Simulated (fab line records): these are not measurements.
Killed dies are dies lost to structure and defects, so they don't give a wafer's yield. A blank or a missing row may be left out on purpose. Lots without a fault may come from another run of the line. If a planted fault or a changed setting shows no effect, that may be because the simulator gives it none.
A lot that was struck, set against a sound lot -- flow berkeley_cmos170 -- 23 steps out of a route of 331
Sound: the wafers L543.2, L543.3, L543.5. The struck wafers were L560.3, L560.5, L560.6. The cause is named last.
For every step that has rows: the tool of each side, followed by ch and its chambers, followed by its first start. Under that, the readings that differ: sound wafers -- struck wafers -- difference of the means -- sigmas: that difference in standard deviations of wafers without a fault.
alike: same words and numbers on both sides, and readings whose means sit less than 2 such deviations apart. not compared: any withheld reading, any reading some wafer has no value for, any bound like >300 that may hide the same value, and any number with overlapping values for which the record gives no deviation.
A row with sigmas, a row that says differs or no value, or rows on one side alone: a step with any of these is where the two part. When numbers do not overlap yet have no deviation, they are printed without sigmas and do not part them. A reading missing from all wafers of one side parts the sides only when that side holds two or more wafers.

UCB170_NWELL_ETCH_13: etches Si3N4 in CH3F/Ar/O2, stops on SiO2, target depth 246.4 nm, time 154 s.
  sound on rie_diel-01 ch 0,1,2, day 2 18:17; struck on rie_diel-02 ch 0,1,3, day 6 10:55
reading,sound,struck,difference,sigmas
oes_product_au (a.u.),0.956 0.977 0.960,0.924 0.942 0.936,-0.030,-2
  alike: drypump_motor_current_A, throttle_valve_pct
  not compared: rf_hours_counter_h
following that, these wafers have no rows for 1 step: UCB170_NWELL_IMPLANT_14.
UCB170_NWELL_STRIP_15: strips in O2.
  sound on plasma_asher-02 ch 0,1, day 2 18:32; struck on plasma_asher-04 ch 0,1, day 6 11:12
  alike: drypump_motor_current_A, oes_product_au, strip_time_to_endpoint_s
  not compared: rf_hours_counter_h
UCB170_NWELL_TW_MEAS_16:
  sound on film_metro-01 at day 2 18:38; struck on film_metro-01 at day 6 11:17
  alike: NWELL_TW
then, 6 steps without rows for these wafers: UCB170_NWELL_CLEAN_17 (cleans in SPM, time 600 s); UCB170_NWELL_WET_ETCH_18 (etches Si3N4 in H3PO4, time 14400 s); UCB170_NWELL_WET_ETCH_19 (etches SiO2 in BOE, time 22 s); UCB170_PWELL_CLEAN_00 (cleans in SPM, time 600 s); UCB170_PWELL_CLEAN_01 (cleans in dHF, time 60 s); UCB170_PWELL_OXIDATION_02 (target thk 26.4 nm, ox time 1260 s).
UCB170_PWELL_THK_MEAS_03:
  sound on film_metro-01 at day 3 02:03; struck on film_metro-01 at day 6 23:08
  alike: PWELL_OXIDE_THK
then, 1 step without rows for these wafers: UCB170_PWELL_ANNEAL_04 (time 900 s).
UCB170_PWELL_CVD_05: deposits Si3N4 from SiH2Cl2/NH3, target thk 220 nm, time 3300 s.
  sound on lpcvd-01 ch 1, day 3 05:58; struck on lpcvd-01 ch 0, day 7 05:05
reading,sound,struck,difference,sigmas
model.Si3N4_of_PWELL_CVD_05.thk_nm (nm),218.6 218.4 219,291.8 289.1 287.7,+70.9,
  alike: nh3_flow_sccm
UCB170_PWELL_THK_MEAS_06:
  sound on film_metro-01 at day 3 08:50; struck on film_metro-04 at day 7 07:01
reading,sound,struck,difference,sigmas
PWELL_NITRIDE_THK (nm),218.7 218.4 219.1,291.7 289.1 287.9,+70.8,+32
then, 6 steps without rows for these wafers: UCB170_PWELL_HMDS_07 (prime time 60 s); UCB170_PWELL_COAT_08 (resist thk 900 nm); UCB170_PWELL_SOFTBAKE_09 (time 60 s); UCB170_PWELL_EXPOSE_10 (exposes mask PWELL, target cd 3000 nm); UCB170_PWELL_PEB_11; UCB170_PWELL_DEVELOP_12 (develop time 45 s).
UCB170_PWELL_OVL_MEAS_13:
  sound on overlay-01 at day 3 09:44; struck on overlay-01 at day 7 08:04
  alike: PWELL_OVL
UCB170_PWELL_ETCH_14: etches Si3N4 in CH3F/Ar/O2, stops on SiO2, target depth 242 nm, time 151 s.
  sound on rie_diel-02 ch 0,1,2, day 3 09:46; struck on rie_diel-03 ch 2,3, day 7 08:05
reading,sound,struck,difference,sigmas
oes_product_au (a.u.),0.941 0.916 0.939,1.013 1.013 1.007,+0.079,+5
model.etch.depth_nm (nm),218.6 218.4 219,249.7 252.6 249.1,+31.8,
  alike: drypump_motor_current_A, throttle_valve_pct
  not compared: rf_hours_counter_h
following that, these wafers have no rows for 1 step: UCB170_PWELL_IMPLANT_15.

WHERE THEY PART
Last at UCB170_PWELL_ETCH_14 as far as this record goes, first at UCB170_NWELL_ETCH_13.

WHY: what the simulator had put in
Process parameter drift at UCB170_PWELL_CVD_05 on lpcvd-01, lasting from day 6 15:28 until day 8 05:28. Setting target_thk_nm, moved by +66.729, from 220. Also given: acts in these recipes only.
